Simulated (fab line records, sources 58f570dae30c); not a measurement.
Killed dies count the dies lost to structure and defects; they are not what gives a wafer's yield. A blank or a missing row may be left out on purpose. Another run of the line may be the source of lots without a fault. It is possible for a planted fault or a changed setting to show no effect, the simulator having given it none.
Which tool was responsible?    flow berkeley-cmos170    14 lots with 42 wafers sampled at 4 steps, on a route of 331 steps

== WHAT EACH GAUGE READ, for each wafer ==
UCB170_M3_RS_MEAS_02: the measuring method here is four-point-probe. Usual: for M3_AL_RS the level is 0.0320 ohm/sq and the standard deviation is 0.00034.
lot   measured      on             M3_AL_RS (ohm/sq)     flag
L921  day 8 03:13   film-metro-01  0.0323 0.0319 0.0315  
L920  day 8 08:45   film-metro-03  0.0315 0.0320 0.0322  
L924  day 8 19:33   film-metro-01  0.0319 0.0319 0.0322  
L927  day 9 09:19   film-metro-01  0.0321 0.0317 0.0320  
L926  day 9 10:22   film-metro-01  0.0322 0.0321 0.0321  
L928  day 10 00:53  film-metro-01  0.0322 0.0319 0.0324  
L930  day 10 05:36  film-metro-03  0.0323 0.0322 0.0322  
L929  day 10 05:01  film-metro-03  0.0317 0.0316 0.0314  
L932  day 10 08:28  film-metro-03  0.0318 0.0319 0.0320  
L933  day 10 05:17  film-metro-01  0.0320 0.0318 0.0324  
L934  day 10 22:33  film-metro-01  0.0318 0.0318 0.0319  
L937  day 11 01:09  film-metro-01  0.0321 0.0318 0.0317  
L939  day 11 16:37  film-metro-01  0.0321 0.0318 0.0323  
L941  day 12 02:38  film-metro-02  0.0323 0.0326 0.0320  

== WHAT TOOL EACH LOT RAN ON (gives the tool, then ch and the chambers of the sampled wafers, and finally the start) ==
lot   UCB170_BACKSIDE_COAT_01            UCB170_BACKSIDE_STRIP_03              UCB170_V2_CVD_00
L921  litho-track-01 ch 0, day 7 06:34   plasma-asher-03 ch 0,1, day 7 06:52   pecvd-03 ch 0,1,2, day 7 23:55
L920  litho-track-02 ch 0, day 7 07:08   plasma-asher-01 ch 0,1, day 7 07:26   pecvd-04 ch 0,1,2, day 8 06:01
L924  litho-track-01 ch 0, day 7 20:12   plasma-asher-02 ch 0,1, day 7 20:30   pecvd-03 ch 0,2, day 8 17:01
L927  litho-track-02 ch 0, day 8 07:47   plasma-asher-02 ch 0,1, day 8 08:04   pecvd-04 ch 0,2, day 9 06:40
L926  litho-track-03 ch 0, day 8 07:50   plasma-asher-01 ch 0, day 8 08:08     pecvd-01 ch 1,2, day 9 07:41
L928  litho-track-03 ch 0, day 8 20:20   plasma-asher-01 ch 0,1, day 8 20:38   pecvd-04 ch 1,2, day 9 22:08
L930  litho-track-01 ch 0, day 9 06:46   plasma-asher-01 ch 0,1, day 9 07:04   pecvd-04 ch 0,1,2, day 10 01:54
L929  litho-track-02 ch 0, day 9 06:55   plasma-asher-03 ch 0,1, day 9 07:13   pecvd-03 ch 0,2, day 10 01:35
L932  litho-track-01 ch 0, day 9 07:13   plasma-asher-03 ch 0,1, day 9 07:31   pecvd-01 ch 0,2, day 10 04:54
L933  litho-track-02 ch 0, day 9 07:22   plasma-asher-03 ch 0,1, day 9 07:40   pecvd-01 ch 0,1, day 10 01:49
L934  litho-track-01 ch 0, day 9 21:31   plasma-asher-01 ch 0,1, day 9 21:47   pecvd-01 ch 0,1,2, day 10 19:56
L937  litho-track-02 ch 0, day 9 22:19   plasma-asher-02 ch 0,1, day 9 22:37   pecvd-04 ch 1,2, day 10 22:26
L939  litho-track-03 ch 0, day 10 19:27  plasma-asher-01 ch 0,1, day 10 19:45  pecvd-04 ch 0,1,2, day 11 14:05
L941  litho-track-03 ch 0, day 11 01:19  plasma-asher-02 ch 0,1, day 11 01:37  pecvd-03 ch 0,1,2, day 11 23:28
- UCB170_BACKSIDE_COAT_01: resist thk 900 nm.
- UCB170_BACKSIDE_STRIP_03: strips in O2.
- UCB170_V2_CVD_00: deposits SiO2 from TEOS/O2, target thk 2000 nm, time 253.2 s.

== AS READ BY THE TOOLS THEMSELVES (means over the sampled wafers that have a number; for cases with no such wafer, the mark the record gives instead) ==
UCB170_BACKSIDE_STRIP_03. Usual: drypump-motor-current-A 6.1 A, standard deviation 0.49; oes-product-au 0.734 a.u., standard deviation 0.005; strip-time-to-endpoint-s 21.97 s, standard deviation 0.06.
lot   tool             drypump-motor-current-A (A)  oes-product-au (a.u.)  strip-time-to-endpoint-s (s)  flag
L921  plasma-asher-03  5.9                          0.734                  22.01                         
L920  plasma-asher-01  6.2                          0.741                  22.00                         
L924  plasma-asher-02  6.3                          0.731                  21.99                         
L927  plasma-asher-02  5.7                          0.731                  21.86                         
L926  plasma-asher-01  6.0                          0.733                  21.98                         
L928  plasma-asher-01  6.3                          0.733                  21.93                         
L930  plasma-asher-01  6.4                          0.733                  21.93                         
L929  plasma-asher-03  5.9                          0.736                  21.95                         
L932  plasma-asher-03  5.9                          0.737                  24.36                         OFF
L933  plasma-asher-03  5.9                          0.728                  21.99                         
L934  plasma-asher-01  6.2                          0.732                  24.42                         OFF
L937  plasma-asher-02  6.3                          0.738                  21.99                         
L939  plasma-asher-01  6.3                          0.731                  21.99                         
L941  plasma-asher-02  5.7                          0.737                  21.99                         

UCB170_V2_CVD_00. Usual: heater-power-w 279 W, standard deviation 59.
lot   tool      heater-power-w (W)  flag
L921  pecvd-03  261                 
L920  pecvd-04  319                 
L924  pecvd-03  253                 
L927  pecvd-04  264                 
L926  pecvd-01  300                 
L928  pecvd-04  345                 
L930  pecvd-04  278                 
L929  pecvd-03  274                 
L932  pecvd-01  320                 
L933  pecvd-01  330                 
L934  pecvd-01  310                 
L937  pecvd-04  318                 
L939  pecvd-04  307                 
L941  pecvd-03  254                 

== THE ANSWER, worked out from the rows above alone ==
Rule: take the mean of a lot's wafers that have a number; if it is more than 3 standard deviations from the usual mean, the lot is off. A lot without any number at a reading at which 4 lots or more have one is off too. Any other lot the step has rows for is counted as sound. Order of review: gauges by route order, followed by the tools' own readings, for which a lot's mean as printed above is used. At the first step where some lot is off, the reading lying furthest off is the one used; lots without a number count as furthest.
Off: L932, L934, at UCB170_BACKSIDE_STRIP_03 (strip-time-to-endpoint-s).
If a tool, at that step or one of the process steps before it, ran each lot that is off and ran no sound lot following the first of them, it fits. One fits: UCB170_BACKSIDE_COAT_01 on litho-track-01. A fault onset in the window from L930 (day 9 06:46, its last sound lot) to L932 (day 9 07:13, its first lot off) fits.

== WHAT THE SIMULATOR HAD PUT IN ==
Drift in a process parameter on litho-track-01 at UCB170_BACKSIDE_COAT_01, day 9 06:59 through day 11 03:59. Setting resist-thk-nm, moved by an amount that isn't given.
Struck lots among those shown: L932, L934. The rule above reached the same finding.
